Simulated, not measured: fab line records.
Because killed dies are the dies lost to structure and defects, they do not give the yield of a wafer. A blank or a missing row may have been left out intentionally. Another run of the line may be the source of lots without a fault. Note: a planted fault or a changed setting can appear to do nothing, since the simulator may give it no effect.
fab line records	flow rit-cmos
record: lots: 6	wafers: 18	last-day: 7
route steps=202 shown NLDD@110 PLDD@114 SPACER@125 NSD@131 PSD@142 M1@202
lots untouched by any fault: they come from a run of this same line in which no faults occurred
start-h: start of the lot's first displayed wafer, in hours after the record's first day	wait-h: hours since the lot's step before	" repeats the value in the row above	L1.1+2: several wafers, shown together as one row	- no value present, or no start provided	* or withheld: withheld	< > ~ a bound
route shown NAME@n: names a module that has steps shown in the file, with the first one's number in the route	usual: mean/standard deviation taken from wafers without a fault	same: alike in all rows	chamber/n: place in a boat	sites: per-site readings	_std_site: standard deviation across them	_edge_site: the outer-site mean with the inner-site mean subtracted	radius-mm: for every site, how far away it sits from the centre of the wafer	mask NAME#n: copy n	behind: the tool/chamber that last shaped the wafer	hold: why the lot went on hold/how many hours it stayed there/how the hold came to an end	device: whichever transistor did not switch (one of n, p or np)	end of line: the tests these same wafers got at the end of their route	a step without rows: its recipe alone	killed: dies lost to structure and defects at the first sort, not the wafer's yield	map: per-die view of a wafer (x killed, . not killed, _ where there is no die)
set.NAME: setting as actually run; set.NAME@STEP: the setting as run at that earlier step	model.NAME: the simulator's own value behind a step, which no gauge read
certain route steps with their lots: each step a table, each wafer a row
services: from which hour (start-h, from the record's first day; less than 0 if before it) a tool's chamber was out of use, for how many hours, and why
== steps ==
step: RIT_NLDD_HARDBAKE_07
recipe: resist: NOVOLAK	temp-c: 140	time-s: 60
step: RIT_NLDD_IMPLANT_08
recipe: species: P	energy-kev: 20	dose-cm2: 5e+14	tilt-deg: 7
step: RIT_NLDD_STRIP_09
recipe: chemistry: O2	time-s: 180	resist: NOVOLAK	platen-temp-c: withheld	power-w: 500	pressure-mtorr: 4000	o2-flow-sccm: 4000
usual: chamber-pressure-mTorr: 4000/4	drypump-motor-current-A: 5.6/0.42
lot.wafer	tool	chamber	start-h	wait-h	chamber-pressure-mTorr	drypump-motor-current-A	rf-hours-counter-h
L286.1	plasma-asher-03	0	52.14	0.1	4002	5.7	40
L286.3	"	1	"	"	3997	5.5	-
L286.5	"	1	"	"	3997	5.5	-
L287.2	plasma-asher-01	0	58.83	0.1	3998	4.7	40
L287.5	"	1	"	"	4002	6.0	-
L287.6	"	0	"	"	4001	4.7	-
L296.2	plasma-asher-03	0	101.79	0.1	4000	5.7	46
L296.3	"	1	"	"	4000	5.5	-
L296.6	"	1	"	"	3997	5.5	-
L300.3	plasma-asher-04	0	118.59	0.1	3999	5.5	-
L300.5	"	0	"	"	3998	5.5	-
L300.6	"	1	"	"	4000	6.1	-
L301.2	plasma-asher-01	0	126.63	0.1	3998	4.7	49
L301.5	"	1	"	"	4001	6.0	-
L301.6	"	0	"	"	4007	4.7	-
L306.2	plasma-asher-04	1	148.72	0.1	3997	6.0	37
L306.3	"	1	"	"	3997	6.0	-
L306.4	"	0	"	"	4003	5.5	-
step: RIT_NLDD_TW_MEAS_10
usual: NLDD_TW: 2458/30
lot.wafer	tool	chamber	start-h	wait-h	NLDD_TW
L286.1	film-metro-04	-	52.31	0.1	2493
L286.3	"	-	"	"	2481
L286.5	"	-	"	"	2487
L287.2	film-metro-02	-	59.01	0.1	2424
L287.5	"	-	"	"	2419
L287.6	"	-	"	"	2430
L296.2	film-metro-04	-	101.98	0.1	2482
L296.3	"	-	"	"	2476
L296.6	"	-	"	"	2487
L300.3	film-metro-03	-	118.73	0.1	2426
L300.5	"	-	"	"	2432
L300.6	"	-	"	"	2417
L301.2	film-metro-04	-	126.81	0.1	2475
L301.5	"	-	"	"	2473
L301.6	"	-	"	"	2466
L306.2	film-metro-04	-	148.90	0.1	2473
L306.3	"	-	"	"	2477
L306.4	"	-	"	"	2485
step: RIT_PLDD_HMDS_00
recipe: prime-time-s: 60	prime-temp-c: 140
step: RIT_PLDD_COAT_01
recipe: resist: NOVOLAK	spin-rpm: 3250	resist-thk-nm: 1000
step: RIT_PLDD_SOFTBAKE_02
recipe: resist: NOVOLAK	temp-c: 90	time-s: 60
step: RIT_PLDD_EXPOSE_03
recipe: mask-id: M8	na: 0.57	target-cd-nm: 40900	dose-mj: 250
step: RIT_PLDD_PEB_04
recipe: resist: NOVOLAK	temp-c: withheld	time-s: withheld
step: RIT_PLDD_DEVELOP_05
recipe: resist: NOVOLAK	develop-time-s: 50	dev-temp-c: 23
step: RIT_PLDD_OVL_MEAS_06
usual: PLDD_OVL: -1.1/1.7
lot.wafer	tool	chamber	start-h	wait-h	PLDD_OVL[nm]
L286.1	overlay-02	-	53.22	-	-2.6
L286.3	"	-	"	"	-2.1
L286.5	"	-	"	"	-2.1
L287.2	overlay-01	-	59.92	-	-0.8
L287.5	"	-	"	"	0.4
L287.6	"	-	"	"	0.3
L296.2	overlay-02	-	103.01	-	-0.7
L296.3	"	-	"	"	-3.0
L296.6	"	-	"	"	-1.3
L300.3	overlay-02	-	119.63	-	-4.3
L300.5	"	-	"	"	-2.5
L300.6	"	-	"	"	-1.6
L301.2	overlay-02	-	127.72	-	-2.0
L301.5	"	-	"	"	-1.6
L301.6	"	-	"	"	-1.9
L306.2	overlay-01	-	149.93	-	-0.3
L306.3	"	-	"	"	0.1
L306.4	"	-	"	"	1.7
step: RIT_PLDD_HARDBAKE_07
recipe: resist: NOVOLAK	temp-c: 140	time-s: 60
step: RIT_PLDD_IMPLANT_08
recipe: species: BF2	energy-kev: 20	dose-cm2: 9e+14	tilt-deg: 7
usual: beam-energy-keV: 20.000/0.0067
lot.wafer	tool	chamber	start-h	wait-h	beam-energy-keV	model.implant.rp-nm	model.implant.drp-nm
L286.1	implanter-04	0	53.41	0.1	19.996	17.7	9.752
L286.3	"	0	"	"	20.004	17.7	9.752
L286.5	"	0	"	"	20.006	17.7	9.752
L287.2	implanter-04	0	60.12	0.1	20.000	17.53	9.752
L287.5	"	0	"	"	19.997	17.53	9.752
L287.6	"	0	"	"	19.998	17.53	9.752
L296.2	implanter-02	0	103.28	0.1	19.995	17.22	9.752
L296.3	"	0	"	"	19.997	17.22	9.752
L296.6	"	0	"	"	19.997	17.22	9.752
L300.3	implanter-02	0	119.86	0.1	16.408	14.71	8.481
L300.5	"	0	"	"	16.400	14.71	8.481
L300.6	"	0	"	"	16.400	14.71	8.481
L301.2	implanter-04	0	127.93	0.1	19.991	17.62	9.752
L301.5	"	0	"	"	19.986	17.62	9.752
L301.6	"	0	"	"	19.999	17.62	9.752
L306.2	implanter-02	0	150.14	0.1	16.401	15.46	8.481
L306.3	"	0	"	"	16.393	15.46	8.481
L306.4	"	0	"	"	16.400	15.46	8.481
step: RIT_PLDD_STRIP_09
recipe: chemistry: O2	time-s: 180	resist: NOVOLAK	platen-temp-c: withheld	power-w: 500	pressure-mtorr: 4000	o2-flow-sccm: 4000
usual: chamber-pressure-mTorr: 4001/3.7	drypump-motor-current-A: 5.4/0.59
lot.wafer	tool	chamber	start-h	wait-h	chamber-pressure-mTorr	drypump-motor-current-A	rf-hours-counter-h
L286.1	plasma-asher-01	1	53.56	0.1	4000	6.0	40
L286.3	"	1	"	"	3997	5.9	-
L286.5	"	0	"	"	4002	4.6	-
L287.2	plasma-asher-01	1	60.25	0.1	4000	5.9	40
L287.5	"	1	"	"	4002	6.0	-
L287.6	"	0	"	"	3993	4.6	-
L296.2	plasma-asher-01	1	103.40	0.1	4004	6.0	45
L296.3	"	1	"	"	4001	6.0	-
L296.6	"	0	"	"	4006	4.7	-
L300.3	plasma-asher-02	0	120.01	0.1	4004	5.0	-
L300.5	"	1	"	"	4006	6.0	-
L300.6	"	0	"	"	4006	5.0	-
L301.2	plasma-asher-01	0	128.06	0.1	3998	4.7	49
L301.5	"	1	"	"	4005	6.0	-
L301.6	"	0	"	"	3994	4.6	-
L306.2	plasma-asher-01	1	150.26	0.1	4009	6.0	53
L306.3	"	1	"	"	4002	6.0	-
L306.4	"	0	"	"	4005	4.7	-
step: RIT_PLDD_TW_MEAS_10
usual: PLDD_TW: 2315/25
lot.wafer	tool	chamber	start-h	wait-h	PLDD_TW
L286.1	film-metro-04	-	53.73	0.1	2341
L286.3	"	-	"	"	2338
L286.5	"	-	"	"	2334
L287.2	film-metro-02	-	60.43	0.1	2286
L287.5	"	-	"	"	2293
L287.6	"	-	"	"	2293
L296.2	film-metro-03	-	103.59	0.1	2278
L296.3	"	-	"	"	2276
L296.6	"	-	"	"	2283
L300.3	film-metro-04	-	120.15	0.1	2216
L300.5	"	-	"	"	2222
L300.6	"	-	"	"	2212
L301.2	film-metro-03	-	128.24	0.1	2297
L301.5	"	-	"	"	2298
L301.6	"	-	"	"	2289
L306.2	film-metro-02	-	150.45	0.1	2192
L306.3	"	-	"	"	2168
L306.4	"	-	"	"	2177
step: RIT_SPACER_CLEAN_00
recipe: chemistry: SC1	mix: 3:3:50	time-s: 600	temp-c: 75
step: RIT_SPACER_CLEAN_01
recipe: chemistry: dHF	dilution: 50:1	time-s: 30
step: RIT_SPACER_CLEAN_02
recipe: chemistry: SC2	mix: 3:3:50	time-s: 600	temp-c: 75	dry: n2-spin
step: RIT_SPACER_CVD_03
recipe: material: Si3N4	target-thk-nm: 250	temp-c: 810	precursor: SiH2Cl2/NH3	time-s: 3300	pressure-mtorr: 300	sih2cl2-flow-sccm: 60	nh3-flow-sccm: 150
step: RIT_SPACER_THK_MEAS_04
recipe: reads: Si3N4_of_SPACER_CVD_03
usual: SPACER_NITRIDE_THK: 250.2/2.3
lot.wafer	tool	chamber	start-h	wait-h	SPACER_NITRIDE_THK[nm]
L286.1	film-metro-01	-	56.11	0.0	248.8
L286.3	"	-	"	"	250.4
L286.5	"	-	"	"	250.0
L287.2	film-metro-03	-	62.81	0.0	248.8
L287.5	"	-	"	"	252.4
L287.6	"	-	"	"	254.5
L296.2	film-metro-04	-	105.93	0.0	248.6
L296.3	"	-	"	"	249.6
L296.6	"	-	"	"	250.6
L300.3	film-metro-01	-	122.50	0.0	251.0
L300.5	"	-	"	"	250.8
L300.6	"	-	"	"	250.8
L301.2	film-metro-03	-	130.62	0.0	247.5
L301.5	"	-	"	"	248.7
L301.6	"	-	"	"	247.9
L306.2	film-metro-04	-	152.82	0.0	247.8
L306.3	"	-	"	"	250.0
L306.4	"	-	"	"	249.2
step: RIT_SPACER_ETCHBACK_05
recipe: target-depth-a: 2500	SF6_flow_sccm: 30	CHF3_flow_sccm: 30	target: Si3N4	chemistry: SF6/CHF3	pressure-mtorr: 40	rf-w: 250	time-s: 240	stop-on: SiO2
usual: CHF3_flow_sccm: 30.00/0.097	SF6_flow_sccm: 29.99/0.081	chamber-pressure-mTorr: 40.00/0.038	drypump-motor-current-A: 5.6/0.31	oes-product-au: 0.846/0.012	throttle-valve-pct: 10.24/0.16
lot.wafer	tool	chamber	start-h	wait-h	CHF3_flow_sccm	SF6_flow_sccm	chamber-pressure-mTorr	drypump-motor-current-A	oes-product-au	rf-hours-counter-h	throttle-valve-pct
L286.1	rie-diel-02	1	56.17	0.1	30.09	29.91	39.99	5.5	0.831	91	10.13
L286.3	"	0	"	"	30.03	30.09	39.95	4.9	0.847	16	10.11
L286.5	"	1	"	"	30.01	30.01	39.97	5.5	0.842	-	10.14
L287.2	rie-diel-03	3	62.86	0.0	30.02	29.98	39.97	5.9	0.842	76	10.40
L287.5	"	0	"	"	29.93	29.99	39.99	5.8	0.846	-	10.07
L287.6	"	1	"	"	29.96	29.97	39.99	6.1	0.848	-	10.13
L296.2	rie-diel-02	2	105.98	0.0	29.89	30.17	39.97	5.5	0.863	18	10.05
L296.3	"	1	"	"	29.96	29.98	40.02	5.5	0.845	92	10.14
L296.6	"	1	"	"	30.04	30.05	40.01	5.5	0.844	-	10.15
L300.3	rie-diel-01	1	122.54	0.0	29.88	29.99	40.06	5.2	0.850	75	10.33
L300.5	"	0	"	"	29.92	29.89	39.97	5.8	0.851	-	10.29
L300.6	"	1	"	"	29.99	30.02	39.92	5.2	0.845	-	10.32
L301.2	rie-diel-02	2	130.67	0.0	30.00	29.96	39.96	5.5	0.861	18	10.04
L301.5	"	1	"	"	30.09	29.83	39.98	5.5	0.840	-	10.15
L301.6	"	3	"	"	30.00	29.90	39.95	5.8	0.850	-	10.35
L306.2	rie-diel-01	0	152.87	0.0	29.87	30.07	39.97	5.8	0.843	128	10.29
L306.3	"	3	"	"	30.12	30.07	40.00	5.9	0.828	4	10.36
L306.4	"	2	"	"	30.02	29.90	40.00	5.6	0.847	111	10.44
step: RIT_NSD_HMDS_00
recipe: prime-time-s: 60	prime-temp-c: 140
step: RIT_NSD_COAT_01
recipe: resist: NOVOLAK	spin-rpm: 3250	resist-thk-nm: 1000
step: RIT_NSD_SOFTBAKE_02
recipe: resist: NOVOLAK	temp-c: 90	time-s: 60
step: RIT_NSD_EXPOSE_03
recipe: mask-id: M9	na: 0.57	target-cd-nm: 40700	dose-mj: 250
step: RIT_NSD_PEB_04
recipe: resist: NOVOLAK	temp-c: withheld	time-s: withheld
step: RIT_NSD_DEVELOP_05
recipe: resist: NOVOLAK	develop-time-s: 50	dev-temp-c: 23
step: RIT_NSD_OVL_MEAS_06
usual: NSD_OVL: 0.8/1.5
lot.wafer	tool	chamber	start-h	wait-h	NSD_OVL[nm]
L286.1	overlay-02	-	57.17	-	-0.6
L286.3	"	-	"	"	-2.0
L286.5	"	-	"	"	0.9
L287.2	overlay-02	-	63.99	-	0.2
L287.5	"	-	"	"	-0.1
L287.6	"	-	"	"	-1.4
L296.2	overlay-02	-	107.19	-	0.6
L296.3	"	-	"	"	0.8
L296.6	"	-	"	"	1.1
L300.3	overlay-01	-	123.62	-	2.4
L300.5	"	-	"	"	3.8
L300.6	"	-	"	"	2.3
L301.2	overlay-02	-	131.67	-	-0.9
L301.5	"	-	"	"	-0.7
L301.6	"	-	"	"	-1.0
L306.2	overlay-01	-	154.10	-	-0.2
L306.3	"	-	"	"	-2.3
L306.4	"	-	"	"	-0.2
step: RIT_NSD_HARDBAKE_07
recipe: resist: NOVOLAK	temp-c: 140	time-s: 60
step: RIT_NSD_IMPLANT_08
recipe: species: P	energy-kev: 25	dose-cm2: 1e+15	tilt-deg: 7
step: RIT_NSD_STRIP_09
recipe: chemistry: O2	time-s: 180	resist: NOVOLAK	platen-temp-c: withheld	power-w: 500	pressure-mtorr: 4000	o2-flow-sccm: 4000
usual: chamber-pressure-mTorr: 4000/3.5	drypump-motor-current-A: 5.6/0.41
lot.wafer	tool	chamber	start-h	wait-h	chamber-pressure-mTorr	drypump-motor-current-A	rf-hours-counter-h
L286.1	plasma-asher-04	1	57.71	0.1	4004	6.0	27
L286.3	"	0	"	"	3998	5.5	-
L286.5	"	0	"	"	4002	5.5	-
L287.2	plasma-asher-04	0	64.32	0.1	3996	5.5	27
L287.5	"	0	"	"	4000	5.5	-
L287.6	"	1	"	"	3997	6.0	-
L296.2	plasma-asher-02	1	107.73	0.1	4002	6.0	47
L296.3	"	1	"	"	4001	6.0	-
L296.6	"	0	"	"	4003	5.0	-
L300.3	plasma-asher-02	1	124.00	0.1	4001	6.0	-
L300.5	"	0	"	"	3999	5.0	-
L300.6	"	1	"	"	4002	6.0	-
L301.2	plasma-asher-02	0	132.00	0.1	3997	5.0	2
L301.5	"	0	"	"	3999	5.0	-
L301.6	"	1	"	"	4008	6.0	-
L306.2	plasma-asher-04	0	154.43	0.1	3997	5.5	38
L306.3	"	0	"	"	3999	5.5	-
L306.4	"	1	"	"	3997	6.0	-
step: RIT_NSD_TW_MEAS_10
usual: NSD_TW: 3058/36
lot.wafer	tool	chamber	start-h	wait-h	NSD_TW
L286.1	film-metro-03	-	57.89	0.1	3043
L286.3	"	-	"	"	3032
L286.5	"	-	"	"	3027
L287.2	film-metro-02	-	64.50	0.1	3047
L287.5	"	-	"	"	3033
L287.6	"	-	"	"	3036
L296.2	film-metro-04	-	107.91	0.1	3115
L296.3	"	-	"	"	3106
L296.6	"	-	"	"	3105
L300.3	film-metro-04	-	124.14	0.1	3095
L300.5	"	-	"	"	3104
L300.6	"	-	"	"	3116
L301.2	film-metro-04	-	132.19	0.1	3114
L301.5	"	-	"	"	3123
L301.6	"	-	"	"	3102
L306.2	film-metro-03	-	154.61	0.1	3037
L306.3	"	-	"	"	3039
L306.4	"	-	"	"	3030
step: RIT_PSD_HMDS_00
recipe: prime-time-s: 60	prime-temp-c: 140
step: RIT_PSD_COAT_01
recipe: resist: NOVOLAK	spin-rpm: 3250	resist-thk-nm: 1000
step: RIT_PSD_SOFTBAKE_02
recipe: resist: NOVOLAK	temp-c: 90	time-s: 60
step: RIT_PSD_EXPOSE_03
recipe: mask-id: M10	na: 0.57	target-cd-nm: 40900	dose-mj: 250
step: RIT_PSD_PEB_04
recipe: resist: NOVOLAK	temp-c: withheld	time-s: withheld
step: RIT_PSD_DEVELOP_05
recipe: resist: NOVOLAK	develop-time-s: 50	dev-temp-c: 23
step: RIT_PSD_OVL_MEAS_06
usual: PSD_OVL: -0.2/1.4
lot.wafer	tool	chamber	start-h	wait-h	PSD_OVL[nm]
L286.1	overlay-02	-	58.88	-	0.0
L286.3	"	-	"	"	-0.8
L286.5	"	-	"	"	-0.5
L287.2	overlay-01	-	65.53	-	1.0
L287.5	"	-	"	"	1.7
L287.6	"	-	"	"	1.3
L296.2	overlay-02	-	108.94	-	-3.1
L296.3	"	-	"	"	-2.6
L296.6	"	-	"	"	-1.8
L300.3	overlay-02	-	125.17	-	1.4
L300.5	"	-	"	"	0.3
L300.6	"	-	"	"	-0.3
L301.2	overlay-02	-	133.33	-	-1.7
L301.5	"	-	"	"	-1.9
L301.6	"	-	"	"	0.3
L306.2	overlay-01	-	155.64	-	0.4
L306.3	"	-	"	"	-0.3
L306.4	"	-	"	"	0.2
step: RIT_PSD_HARDBAKE_07
recipe: resist: NOVOLAK	temp-c: 140	time-s: 60
step: RIT_PSD_IMPLANT_08
recipe: species: BF2	energy-kev: 27	dose-cm2: 5e+15	tilt-deg: 7
step: RIT_PSD_STRIP_09
recipe: chemistry: O2	time-s: 180	resist: NOVOLAK	platen-temp-c: withheld	power-w: 500	pressure-mtorr: 4000	o2-flow-sccm: 4000
usual: chamber-pressure-mTorr: 4000/3.5	drypump-motor-current-A: 5.4/0.5
lot.wafer	tool	chamber	start-h	wait-h	chamber-pressure-mTorr	drypump-motor-current-A	rf-hours-counter-h
L286.1	plasma-asher-03	0	59.21	0.1	4000	5.7	41
L286.3	"	0	"	"	3998	5.7	-
L286.5	"	1	"	"	4000	5.5	-
L287.2	plasma-asher-01	1	65.86	0.1	3997	6.0	41
L287.5	"	0	"	"	4002	4.7	-
L287.6	"	1	"	"	4005	5.9	-
L296.2	plasma-asher-01	1	109.38	0.1	3999	6.0	46
L296.3	"	1	"	"	4003	6.0	-
L296.6	"	1	"	"	3994	6.0	-
L300.3	plasma-asher-01	0	125.55	0.1	4003	4.7	-
L300.5	"	1	"	"	4002	6.0	-
L300.6	"	0	"	"	4000	4.7	-
L301.2	plasma-asher-02	1	133.66	0.1	4001	6.0	2
L301.5	"	0	"	"	4000	5.0	-
L301.6	"	1	"	"	3998	6.0	-
L306.2	plasma-asher-03	1	155.97	0.1	3997	5.5	47
L306.3	"	1	"	"	4004	5.5	-
L306.4	"	0	"	"	3999	5.7	-
step: RIT_SDANNEAL_RS_MEAS_06
recipe: thk-meas-gauge: four-point-probe
usual: PLDD_RS: 178.8/0.47
lot.wafer	tool	chamber	start-h	wait-h	PLDD_RS[ohm/sq]
L286.1	film-metro-03	-	60.15	0.1	179.0
L286.3	"	-	"	"	178.2
L286.5	"	-	"	"	178.5
L287.2	film-metro-02	-	66.79	0.1	179.4
L287.5	"	-	"	"	179.0
L287.6	"	-	"	"	178.9
L296.2	film-metro-02	-	110.35	0.1	179.1
L296.3	"	-	"	"	178.6
L296.6	"	-	"	"	179.2
L300.3	film-metro-03	-	126.47	0.1	192.0
L300.5	"	-	"	"	192.2
L300.6	"	-	"	"	192.5
L301.2	film-metro-02	-	134.62	0.1	178.8
L301.5	"	-	"	"	179.3
L301.6	"	-	"	"	179.2
L306.2	film-metro-04	-	157.07	0.1	190.6
L306.3	"	-	"	"	191.4
L306.4	"	-	"	"	191.4
step: RIT_M1_PROBE_99
usual: killed-at-contacts: 0.1/0.34	killed-at-front-end: 7.0/2.9	killed-dies: 7.2/2.9	killed-open: 3.6/1.9	killed-short: 3.5/2.1
same: gross-dies: 264	killed_at_M0_to_M3: 0	killed_at_M4_up: 0	killed-at-back-side: 0	killed-at-other: 0
lot.wafer	tool	chamber	start-h	wait-h	killed-at-contacts	killed-at-front-end	killed-dies	killed-open	killed-short	model.etest.pmos-turned.r-on-ohm-um	model.etest.pmos_0p3.r-on-ohm-um	model.etest.pmos_0p15.r-on-ohm-um	model.etest.pldd.rs-ohm-sq	model.etest.pldd.line-ohm-um	model.etest.pmos-turned.drive-ua-um	model.etest.pmos_0p15.drive-ua-um	model.etest.pmos-narrow.drive-ua-um
L286.1	prober-01	-	67.43	0.1	0	8	8	3	5	3367	6250	2703	489.1	155.4	194.4	266.7	103.5
L286.3	prober-01	-	67.53	0.2	0	11	11	5	6	3429	6309	2739	500.1	160.9	191.3	260.3	98.94
L286.5	prober-01	-	67.63	0.2	0	10	10	2	8	3316	6284	2652	467.7	148.4	202	270.6	101
L287.2	prober-02	-	73.83	0.1	0	12	12	5	7	3347	6357	2714	472	152.2	198	262.3	100.5
L287.5	prober-02	-	73.98	0.2	0	12	12	6	6	3266	6277	2636	461.3	145.6	203.2	269	102.3
L287.6	prober-02	-	74.03	0.2	0	9	9	7	2	3326	6289	2685	469.7	145	197.3	263.6	101
L296.2	prober-02	-	117.56	0.1	0	4	4	1	3	3499	6308	2778	549	175.4	185.2	258	101.6
L296.3	prober-02	-	117.61	0.2	0	7	7	4	3	3699	6418	2933	539.5	173	176.8	245.7	100.6
L296.6	prober-02	-	117.76	0.2	0	7	7	4	3	3666	6553	2924	529.7	170.4	178	243.1	96.17
L300.3	prober-02	-	134.32	0.2	0	2	2	1	1	4614	6917	3455	888.1	279.4	123.5	205.3	93.9
L300.5	prober-02	-	134.42	0.2	0	10	10	7	3	4473	6831	3343	845.1	263.3	127	208.1	94.07
L300.6	prober-02	-	134.47	0.2	0	8	8	3	5	4517	6903	3403	871.8	277.7	125.7	206.3	94.15
L301.2	prober-01	-	141.68	0.1	0	7	7	0	7	3411	6279	2718	509.1	158.2	188.8	258.9	102.5
L301.5	prober-01	-	141.83	0.2	0	6	6	4	2	3536	6474	2806	513.8	161.1	182.6	250.6	99.06
L301.6	prober-01	-	141.88	0.2	1	6	7	5	2	3369	6241	2704	483.6	152.5	193.6	264	102.2
L306.2	prober-02	-	164.42	0.1	1	7	8	6	2	4041	6683	3116	683.2	216.2	148.5	225.9	96.36
L306.3	prober-02	-	164.47	0.2	0	5	5	3	2	4041	6681	3114	696.8	221.2	146.9	224	95.45
L306.4	prober-02	-	164.52	0.2	0	13	13	5	8	4218	6853	3232	722.6	225.4	142.7	221	93.76
killed by level:class
L286.1 SPACER:geometric-particle:short=3 FOX1:geometric-particle:open=2 GATE:geometric-particle:short=1 SILICIDE:geometric-particle:short=1 SILICIDE:geometric-particle:open=1
L286.3 REOX:geometric-particle:short=3 REOX:geometric-particle:open=2 SPACER:geometric-particle:short=2 FOX1:geometric-particle:open=1 FOX2:geometric-particle:short=1 GATE:geometric-particle:open=1 SPACER:geometric-particle:open=1
L286.5 GATE:geometric-particle:short=3 SPACER:geometric-particle:short=3 FOX1:geometric-particle:open=1 FOX2:geometric-particle:open=1 SILICIDE:geometric-particle:short=1 REOX:geometric-particle:short=1
L287.2 GATE:geometric-particle:short=5 FOX2:geometric-particle:open=2 GATE:geometric-particle:open=2 REOX:geometric-particle:short=2 SILICIDE:geometric-particle:open=1
L287.5 GATE:geometric-particle:open=4 FOX1:geometric-particle:short=1 FOX2:geometric-particle:short=1 GATE:geometric-particle:short=1 REOX:geometric-particle:short=1 SILICIDE:geometric-particle:short=1 SPACER:geometric-particle:open=1 SPACER:geometric-particle:short=1
L287.6 SPACER:geometric-particle:open=3 GATE:geometric-particle:open=2 FOX1:geometric-particle:open=1 GATE:geometric-particle:short=1 REOX:geometric-particle:short=1 SILICIDE:geometric-particle:open=1
L296.2 GATE:geometric-particle:short=2 GATE:geometric-particle:open=1 REOX:geometric-particle:short=1
L296.3 REOX:geometric-particle:open=2 SILICIDE:geometric-particle:short=2 FOX1:geometric-particle:short=1 GATE:geometric-particle:open=1 SILICIDE:geometric-particle:open=1
L296.6 GATE:geometric-particle:open=2 REOX:geometric-particle:open=2 SPACER:geometric-particle:short=2 GATE:geometric-particle:short=1
L300.3 SPACER:geometric-particle:open=1 SILICIDE:geometric-particle:short=1
L300.5 SPACER:geometric-particle:open=4 GATE:geometric-particle:open=3 GATE:geometric-particle:short=2 SPACER:geometric-particle:short=1
L300.6 GATE:geometric-particle:short=3 FOX2:geometric-particle:open=1 FOX2:geometric-particle:short=1 GATE:geometric-particle:open=1 SPACER:geometric-particle:short=1 SILICIDE:geometric-particle:open=1
L301.2 GATE:geometric-particle:short=4 FOX2:geometric-particle:short=2 REOX:geometric-particle:short=1
L301.5 GATE:geometric-particle:open=2 GATE:geometric-particle:short=2 REOX:geometric-particle:open=1 SPACER:geometric-particle:open=1
L301.6 GATE:geometric-particle:open=3 FOX1:geometric-particle:open=1 SPACER:geometric-particle:short=1 FOX2:geometric-particle:open=1 CONTACT:geometric-particle:short=1
L306.2 GATE:geometric-particle:open=4 GATE:geometric-particle:short=1 SPACER:geometric-particle:short=1 SPACER:geometric-particle:open=1 CONTACT:geometric-particle:open=1
L306.3 FOX1:geometric-particle:open=1 FOX2:geometric-particle:short=1 GATE:geometric-particle:open=1 SPACER:geometric-particle:short=1 SPACER:geometric-particle:open=1
L306.4 GATE:geometric-particle:short=5 GATE:geometric-particle:open=2 SPACER:geometric-particle:open=2 FOX1:geometric-particle:short=1 SPACER:geometric-particle:short=1 SILICIDE:geometric-particle:open=1 SILICIDE:geometric-particle:short=1
== services ==
tool	chamber	start-h	hours	kind
implanter-02	-	59.75	6.0	repair
implanter-02	-	76.95	4.1	repair
rie-diel-03	1	78.86	3.4	repair
rie-diel-02	1	107.81	3.7	repair
plasma-asher-03	-	107.97	28.1	pm
plasma-asher-02	-	108.75	9.0	pm
plasma-asher-02	0	108.75	9.0	vent-cycle
plasma-asher-02	1	108.75	9.0	vent-cycle
implanter-04	-	109.03	1.0	repair
rie-diel-03	-	111.41	2.3	repair
rie-diel-01	-	113.99	4.3	pm
plasma-asher-02	0	117.75	-	clean
plasma-asher-02	1	117.75	-	clean
rie-diel-01	3	118.36	18.3	repair
rie-diel-02	0	118.75	17.0	repair
plasma-asher-03	-	136.07	14.6	pm
plasma-asher-04	-	138.04	2.8	pm
== key ==
first-sign: step: RIT_PLDD_IMPLANT_08	reading: beam-energy-keV	direction: down	sigmas: 99+	usual: 20.000	struck: 16.400
effect: step: RIT_PLDD_TW_MEAS_10	reading: PLDD_TW	direction: down	sigmas: 4.7	usual: 2315	struck: 2198
effect: step: RIT_SDANNEAL_RS_MEAS_06	reading: PLDD_RS	direction: up	sigmas: 27	usual: 178.8	struck: 191.7
model-effect: step: RIT_PLDD_IMPLANT_08	value: implant.rp-nm	without: 17.62	struck: 15.09
model-effect: step: RIT_M1_PROBE_99	value: etest.pmos-turned.r-on-ohm-um	without: 3457	struck: 4318
met-at RIT_PLDD_IMPLANT_08
struck-wafers L300.3,L300.5,L300.6,L306.2,L306.3,L306.4
tester-left-out L300,L306
onset-between 103.28 119.86
fault: kind: process-parameter-drift	tool: implanter-02	chamber: -	onset-h: 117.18	steps: RIT_PLDD_IMPLANT_08	channel: energy-kev	offset: -3.6	shape: step	end-h: 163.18	acts-in: these-recipes-only	stated: 20
tester-left-out: of these lots the tester's yield and bins aren't shown, on N5 and GAA mostly nor the transistor test; their killed dies are dies lost to structure and defects alone, not to doping, threshold or leakage, so they don't give the yield
